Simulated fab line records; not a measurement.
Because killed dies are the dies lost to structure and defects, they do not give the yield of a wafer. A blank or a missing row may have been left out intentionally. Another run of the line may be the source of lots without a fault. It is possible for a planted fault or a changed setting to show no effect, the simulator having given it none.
Which tool did it? :: flow ritCmos :: Sampling: 7 lots, 21 wafers, 2 of 202 route steps

WHAT THE GAUGES SHOWED, per wafer
RIT_PWELL_TW_MEAS_10.
lot: L931
measured: day 2 04:41
on: filmMetro-04
PWELL_TW: 948 944 947

lot: L933
measured: day 2 13:33
on: filmMetro-04
PWELL_TW: 944 944 944

lot: L935
measured: day 3 00:29
on: filmMetro-04
PWELL_TW: 956 951 950

lot: L938
measured: day 3 15:07
on: filmMetro-02
PWELL_TW: 962 964 964

lot: L942
measured: day 4 11:53
on: filmMetro-04
PWELL_TW: 951 949 949

lot: L944
measured: day 4 20:38
on: filmMetro-04
PWELL_TW: 949 947 952

lot: L947
measured: day 5 12:58
on: filmMetro-02
PWELL_TW: 863 858 865

EACH LOT AND THE TOOL THAT RAN IT (in order: tool; ch and the chambers of the sampled wafers; start)
lot: L931
RIT_PWELL_IMPLANT_08: implanter-01 ch 0, day 2 04:21

lot: L933
RIT_PWELL_IMPLANT_08: implanter-04 ch 0, day 2 13:13

lot: L935
RIT_PWELL_IMPLANT_08: implanter-02 ch 0, day 3 00:09

lot: L938
RIT_PWELL_IMPLANT_08: implanter-04 ch 0, day 3 14:47

lot: L942
RIT_PWELL_IMPLANT_08: implanter-04 ch 0, day 4 11:35

lot: L944
RIT_PWELL_IMPLANT_08: implanter-01 ch 0, day 4 20:20

lot: L947
RIT_PWELL_IMPLANT_08: implanter-04 ch 0, day 5 12:34
- RIT_PWELL_IMPLANT_08

THE ANSWER, worked out from the rows above alone
Rule: what is usual is taken from the lots themselves. The widest of any qualifying gaps counts: lots, ordered by their means at a reading, are off when they make up no more than a third of the lots, leave a main group of 4 or more, and stand apart from it by 3 or more times the standard deviation of that group's means. A main group whose means are all the same, to the digits that the tables above print for the reading, isn't used. A lot without any number at a reading at which 4 lots or more have one is off too. Where the step has rows for the other lots, those lots are counted as sound.
Off: L947, seen at RIT_PWELL_TW_MEAS_10 (PWELL_TW). For the main group the mean is 951 and the standard deviation 6.2.
A tool fits if, at a process step before that reading, it ran every lot that is off, and no sound lot after the first of them. Those tools and the gauges at RIT_PWELL_TW_MEAS_10 are tried in the same way. This does not decide it: 2 tools fit, namely implanter-04 at RIT_PWELL_IMPLANT_08 and filmMetro-02 at RIT_PWELL_TW_MEAS_10.

WHAT THE SIMULATOR PUT IN
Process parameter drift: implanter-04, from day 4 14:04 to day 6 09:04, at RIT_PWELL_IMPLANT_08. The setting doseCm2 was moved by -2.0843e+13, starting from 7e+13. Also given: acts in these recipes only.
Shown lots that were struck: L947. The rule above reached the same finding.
